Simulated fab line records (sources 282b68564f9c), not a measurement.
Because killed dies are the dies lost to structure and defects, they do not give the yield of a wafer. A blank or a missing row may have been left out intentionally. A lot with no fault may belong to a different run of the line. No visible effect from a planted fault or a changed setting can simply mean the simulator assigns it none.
What tool caused it? | flow ritCmos | 18 wafers from 6 lots sampled at 2 of the route's 202 steps

WHAT THE GAUGES READ, wafer by wafer
RIT_GATE_CD_MEAS_16 targets a cd of 150 nm.
lot  | measured    | on       | cdNm (nm)
L176 | day 2 22:21 | cdSem-02 | 146.3 147.5 147.0
L180 | day 3 18:14 | cdSem-01 | 194.4 190.3 191.7
L183 | day 4 12:09 | cdSem-01 | 145.9 147.8 147.7
L189 | day 5 14:38 | cdSem-02 | 149.7 149.6 149.8
L192 | day 6 05:53 | cdSem-02 | 149.9 148.1 148.6
L196 | day 6 23:08 | cdSem-01 | 146.3 147.3 149.1

EACH LOT AND THE TOOL THAT RAN IT (in order: tool; ch and the chambers of the sampled wafers; start)
lot  | RIT_GATE_EXPOSE_13
L176 | ilineStepper-02 ch 0, day 2 21:57
L180 | ilineStepper-01 ch 0, day 3 17:50
L183 | ilineStepper-02 ch 0, day 4 11:43
L189 | ilineStepper-01 ch 0, day 5 14:14
L192 | ilineStepper-01 ch 0, day 6 05:29
L196 | ilineStepper-02 ch 0, day 6 22:44
- RIT_GATE_EXPOSE_13: exposes mask M6, target cd 150 nm.

THE ANSWER, worked out from the rows above alone
Rule: what is usual is taken from the lots themselves. Put in order of their means at a reading, lots are off if they are a third of the lots or fewer, leave a main group of 4 or more, and stand apart from it by a gap of 3 or more times the standard deviation of the main group's means; of several such gaps the widest counts. If all means in a main group match to the digits the tables above print for the reading, that group is not used. Also off: a lot with no number at a reading for which 4 or more lots have one. All remaining lots with rows at the step are treated as sound.
Off, at RIT_GATE_CD_MEAS_16 on cdNm: L180. The main group has a mean of 148.0 nm with a standard deviation of 1.1.
If a tool, at a process step before that reading, ran all the lots that are off and no sound lot after the first of them, it fits. Gauges at RIT_GATE_CD_MEAS_16: tried the same way as those tools. None of those tried fits.

WHAT WAS PUT IN BY THE SIMULATOR
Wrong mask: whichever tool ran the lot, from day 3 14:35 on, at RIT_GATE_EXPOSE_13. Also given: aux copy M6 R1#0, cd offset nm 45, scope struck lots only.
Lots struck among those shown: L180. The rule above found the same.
